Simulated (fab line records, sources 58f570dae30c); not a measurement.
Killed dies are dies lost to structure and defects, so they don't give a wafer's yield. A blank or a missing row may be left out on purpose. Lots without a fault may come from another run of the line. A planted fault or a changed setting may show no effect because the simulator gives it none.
Which tool did it? | flow berkeley_cmos170 | 7 lots, 21 wafers sampled, at 4 steps of a route of 331

WHAT THE GAUGES READ, wafer by wafer
UCB170_M3_CD_MEAS_90: target cd 700 nm.
lot  | measured     | on        | cd_nm (nm)
L697 | day 7 18:38  | cd_sem-02 | 697.2 701.6 700.2
L698 | day 8 09:01  | cd_sem-02 | 700.8 697.5 696.4
L704 | day 9 06:53  | cd_sem-01 | 701.5 702.1 697.3
L710 | day 11 13:20 | cd_sem-01 | 702.1 700.1 700.1
L718 | day 12 12:19 | cd_sem-01 | 704.1 705.8 705.0
L715 | day 12 12:34 | cd_sem-01 | 722.5 721.1 721.9 722.8 721.4 721.5
L719 | day 13 12:26 | cd_sem-02 | 704.8 703.7 700.1

WHICH TOOL RAN EACH LOT (tool, then ch and the chambers of the sampled wafers, then the start)
lot  | UCB170_M2_STRIP_07                   | UCB170_V2_ETCH_14                  | UCB170_M3_METAL_ETCH_18
L697 | plasma_asher-01 ch 0,1, day 7 10:30  | rie_diel-02 ch 1,2, day 7 15:49    | rie_metal-02 ch 0,1, day 7 18:22
L698 | plasma_asher-01 ch 0,1, day 8 00:50  | rie_diel-04 ch 0,1, day 8 05:27    | rie_metal-03 ch 0,1, day 8 08:42
L704 | plasma_asher-01 ch 0, day 8 23:48    | rie_diel-02 ch 1,2,3, day 9 04:07  | rie_metal-02 ch 0,1, day 9 06:37
L710 | plasma_asher-02 ch 0,1, day 11 03:43 | rie_diel-02 ch 0,1,2, day 11 09:08 | rie_metal-01 ch 0, day 11 12:52
L718 | plasma_asher-02 ch 0,1, day 12 03:32 | rie_diel-01 ch 0,2, day 12 08:35   | rie_metal-01 ch 0,1, day 12 12:02
L715 | plasma_asher-01 ch 0,1, day 12 03:54 | rie_diel-04 ch 2,3, day 12 09:29   | rie_metal-03 ch 0,1, day 12 12:18
L719 | plasma_asher-02 ch 0,1, day 13 01:47 | rie_diel-04 ch 1,3, day 13 08:32   | rie_metal-01 ch 0, day 13 12:08
- UCB170_M2_STRIP_07: strips in O2.
- UCB170_V2_ETCH_14: etches SiO2 in CHF3/CF4/Ar, stops on Al, target depth 1250 nm, time 291 s.
- UCB170_M3_METAL_ETCH_18: etches Al in Cl2/BCl3, stops on SiO2, target depth 1170 nm, time 195 s.

THE ANSWER, worked out from the rows above alone
Rule: what is usual is taken from the lots themselves. Put in order of their means at a reading, lots are off if they are a third of the lots or fewer, leave a main group of 4 or more, and stand apart from it by a gap of 3 or more times the standard deviation of the main group's means; of several such gaps the widest counts. A main group whose means are all the same, to the digits that the tables above print for the reading, isn't used. A lot without any number at a reading at which 4 lots or more have one is off too. The other lots that the step has rows for count as sound.
Off: L715, at UCB170_M3_CD_MEAS_90 (cd_nm). The main group: mean 701.1 nm, standard deviation 2.2.
A tool fits if, at a process step before that reading, it ran every lot that is off, and no sound lot after the first of them. The gauges at UCB170_M3_CD_MEAS_90 are tried like those tools. Can't be told from this: 3 tools fit, plasma_asher-01 at UCB170_M2_STRIP_07, rie_metal-03 at UCB170_M3_METAL_ETCH_18, cd_sem-01 at UCB170_M3_CD_MEAS_90.

WHAT THE SIMULATOR HAD PUT IN
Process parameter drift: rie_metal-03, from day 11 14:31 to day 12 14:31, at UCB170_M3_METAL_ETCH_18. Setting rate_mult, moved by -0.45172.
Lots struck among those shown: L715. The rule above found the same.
